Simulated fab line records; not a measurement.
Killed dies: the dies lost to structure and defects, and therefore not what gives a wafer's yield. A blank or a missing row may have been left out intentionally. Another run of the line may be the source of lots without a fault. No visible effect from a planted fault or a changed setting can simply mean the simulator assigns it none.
8D (eight disciplines) problem report, filled in by code + flow rit cmos + the parts of the form that need people (team, actions taken, sign-off) are left out

1. WHAT IS WRONG
Wafers without a fault read 199.6 W, standard deviation 0.62; rf fwd power W at RIT_CONTACT_ETCH_11 reads a mean of 299.2 W on 9 wafers belonging to 3 lots. That is +99 or more standard deviations from the usual mean.
The step: etches SiO2 in CHF3/CF4/Ar, stops on TiSi2, target depth 480 nm, time 320 s.
The first sign was on wafer L829.1 at day 6 05:19, on rie diel-01. Wafers with a number at this step in the record: 21, from 7 lots. Rule for "out", or "out of limits": more than 4 standard deviations from the usual mean. The rest of the wafers with a number are treated as sound.

2. WHAT IT IS, WHAT IT ISN'T
| question                    | is                     | is not                                                                   |
|-----------------------------|------------------------|--------------------------------------------------------------------------|
| which readings at this step | rf fwd power W         | oes product au, throttle valve pct                                       |
| which lots                  | L828, L829, L833       | L823, L826, L831, L835                                                   |
| which wafers of those lots  | all that have a number | -                                                                        |
| read on which tools         | rie diel-01            | rie diel-04                                                              |
| when                        | from day 6 05:19       | up to then (6 sound wafers); but 6 sound wafers of L831, L835 came after |

3. SUSPECTS, AND WHAT RULES EACH OUT
Counting: a tool stays on the suspect list if, at a process step up to the reading, it processed all lots that are out and no sound lot following the first of them.
- rtp anneal-01 at RIT_SILICIDE_RTA_06 (time 10 s, ramp up 5 s, ramp down 10 s): ruled out as a lasting fault. The sound lots L831, L835 went through it after L829, its earliest lot that is out (day 6 03:03).
- rie diel-01 at RIT_CONTACT_ETCH_11 (etches SiO2 in CHF3/CF4/Ar, stops on TiSi2, target depth 480 nm, time 320 s): kept. Every lot that is out went through it, starting with L829 (day 6 05:19), and after that it ran no sound lot; the last sound lot it ran before then is L826 (day 6 00:39). Its own rf fwd power W readings are out on those wafers.
Remaining after the count: rie diel-01 at RIT_CONTACT_ETCH_11.

4. THE CAUSE (what the simulator had put in)
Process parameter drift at RIT_CONTACT_ETCH_11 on rie diel-01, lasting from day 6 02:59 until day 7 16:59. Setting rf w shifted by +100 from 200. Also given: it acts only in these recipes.
After counting, this tool was the only one left.

5. THE CHAIN OF EFFECTS, in route order
Rows list readings where the struck wafers' mean (over those with a number) sits beyond 3 standard deviations from the usual. Only readings for which the record gives a usual standard deviation are gone through. hours: the time from each lot's start at the first step in this table that gives one to its start at this step, as a median over the lots. sigmas: the change in usual standard deviations.
| hours | step                | reading        | usual   | on struck wafers | change | sigmas      |
|-------|---------------------|----------------|---------|------------------|--------|-------------|
| 0     | RIT_CONTACT_ETCH_11 | rf fwd power W | 199.6 W | 299.2            | +99.6  | +99 or more |
Here are the process steps it includes:
- RIT_CONTACT_ETCH_11: etches SiO2 in CHF3/CF4/Ar, stops on TiSi2, target depth 480 nm, time 320 s.

6. WHAT WOULD HAVE CAUGHT IT SOONER
First out-of-limits reading in this record: day 6 05:19, which is 2 hours after fault onset at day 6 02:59.
